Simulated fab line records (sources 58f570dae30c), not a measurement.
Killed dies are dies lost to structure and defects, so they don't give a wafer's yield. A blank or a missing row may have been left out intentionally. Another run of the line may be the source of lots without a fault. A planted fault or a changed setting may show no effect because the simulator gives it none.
Which tool is to blame? | flow berkeley cmos170 | 15 lots with 45 wafers sampled at 3 steps, on a route of 331 steps

== WHAT EACH GAUGE READ, for each wafer ==
UCB170_START_THK_MEAS_03.
lot  | measured    | on            | START_OXIDE_THK (nm)
L940 | day 1 11:56 | film metro-02 | 20.2 20.3 20.3
L941 | day 1 19:43 | film metro-01 | 20.8 20.9 20.4
L943 | day 2 05:44 | film metro-02 | 20.0 20.2 19.8
L944 | day 2 12:05 | film metro-02 | 20.0 19.7 19.9
L946 | day 2 21:23 | film metro-03 | 19.8 19.6 19.4
L947 | day 3 02:23 | film metro-02 | 20.1 20.2 20.2
L948 | day 3 08:41 | film metro-03 | 20.1 20.0 20.0
L956 | day 5 00:43 | film metro-02 | 20.4 20.5 20.5
L957 | day 5 00:43 | film metro-03 | 20.1 19.8 19.9
L958 | day 5 10:19 | film metro-03 | 20.7 20.5 20.7
L959 | day 5 17:06 | film metro-02 | 20.3 19.8 20.2
L960 | day 5 17:07 | film metro-01 | 20.2 20.7 20.4
L961 | day 6 01:34 | film metro-02 | 20.3 20.3 20.5
L962 | day 6 05:43 | film metro-02 | 19.8 19.6 19.8
L963 | day 6 12:29 | film metro-01 | 19.8 19.8 20.2

UCB170_PFIELD_OVL_MEAS_06.
lot  | measured    | on         | PFIELD_OVL (nm)
L940 | day 4 20:11 | overlay-02 | -11 -15 -8
L941 | day 4 20:27 | overlay-01 | -10 -9 -11
L943 | day 5 10:13 | overlay-02 | -1 -6 -10
L944 | day 5 23:49 | overlay-01 | -1 -3 5
L946 | day 6 00:02 | overlay-01 | 2 -3 -2
L947 | day 6 15:14 | overlay-02 | -2 -5 1
L948 | day 6 15:13 | overlay-01 | 2 4 6
L956 | day 8 11:45 | overlay-02 | 2 -5 0
L957 | day 8 11:40 | overlay-01 | -7 1 -2
L958 | day 8 11:55 | overlay-02 | -12 -16 -12
L959 | day 9 05:05 | overlay-02 | 3 -3 0
L960 | day 9 05:32 | overlay-02 | -3 -3 -2
L961 | day 9 13:24 | overlay-01 | -6 -4 2
L962 | day 9 13:38 | overlay-02 | -1 0 5
L963 | day 9 22:23 | overlay-01 | 5 8 9

== EACH LOT AND THE TOOL THAT RAN IT (in order: tool; ch and the chambers of the sampled wafers; start) ==
lot  | UCB170_PWELL_CLEAN_00
L940 | wet bench-02 ch 2, day 2 14:38
L941 | wet bench-03 ch 1, day 2 19:03
L943 | wet bench-04 ch 3, day 3 04:26
L944 | wet bench-02 ch 1, day 3 13:20
L946 | wet bench-03 ch 0, day 3 22:31
L947 | wet bench-03 ch 0, day 4 09:37
L948 | wet bench-02 ch 0, day 4 10:35
L956 | wet bench-02 ch 1, day 6 04:38
L957 | wet bench-02 ch 2, day 6 04:08
L958 | wet bench-04 ch 1, day 6 11:52
L959 | wet bench-02 ch 2, day 6 22:02
L960 | wet bench-02 ch 1, day 6 22:02
L961 | wet bench-02 ch 1, day 7 05:44
L962 | wet bench-02 ch 3, day 7 04:52
L963 | wet bench-03 ch 2, day 7 18:52
- UCB170_PWELL_CLEAN_00: cleans in SPM, time 600 s.

== WHAT THE TOOLS THEMSELVES READ (means of the sampled wafers that have a number; where no wafer has one, the mark that the record gives instead) ==
UCB170_PWELL_CLEAN_00.
lot  | tool         | bath guard temp C (C) | bath heat duty pct (%)
L940 | wet bench-02 | 119.7                 | 13.8
L941 | wet bench-03 | 119.9                 | 13.5
L943 | wet bench-04 | 120.4                 | 13.3
L944 | wet bench-02 | 119.5                 | 14.7
L946 | wet bench-03 | -                     | -
L947 | wet bench-03 | -                     | -
L948 | wet bench-02 | -                     | -
L956 | wet bench-02 | 119.6                 | 15.5
L957 | wet bench-02 | 119.8                 | 13.9
L958 | wet bench-04 | 119.7                 | 13.2
L959 | wet bench-02 | 119.9                 | 13.2
L960 | wet bench-02 | 119.4                 | 15.4
L961 | wet bench-02 | 119.5                 | 15.0
L962 | wet bench-02 | 119.4                 | 13.6
L963 | wet bench-03 | 120.3                 | 11.4

== THE ANSWER, worked out from the rows above alone ==
Rule: the usual values come from the lots themselves. The widest of any qualifying gaps counts: lots, ordered by their means at a reading, are off when they make up no more than a third of the lots, leave a main group of 4 or more, and stand apart from it by 3 or more times the standard deviation of that group's means. A main group is skipped when, at the precision printed for the reading in the tables above, its means are all equal. Also off: a lot with no number at a reading for which 4 or more lots have one. All remaining lots with rows at the step are treated as sound. After the gauges, taken in route order, come the tools' own readings; for these a lot's mean is taken, as printed above. The first step at which some lot is off is used, and at that step the reading that is off furthest; a lot without a number counts as furthest.
Off at UCB170_PWELL_CLEAN_00 (bath guard temp C): L946, L947, L948. Without a number there: L946, L947, L948. For the main group the mean is 119.8 C and the standard deviation 0.31.
A tool fits if, at that step or a process step before it, it ran every lot that is off, and no sound lot after the first of them. Of those tried, none fits.

== WHAT THE SIMULATOR HAD INSERTED ==
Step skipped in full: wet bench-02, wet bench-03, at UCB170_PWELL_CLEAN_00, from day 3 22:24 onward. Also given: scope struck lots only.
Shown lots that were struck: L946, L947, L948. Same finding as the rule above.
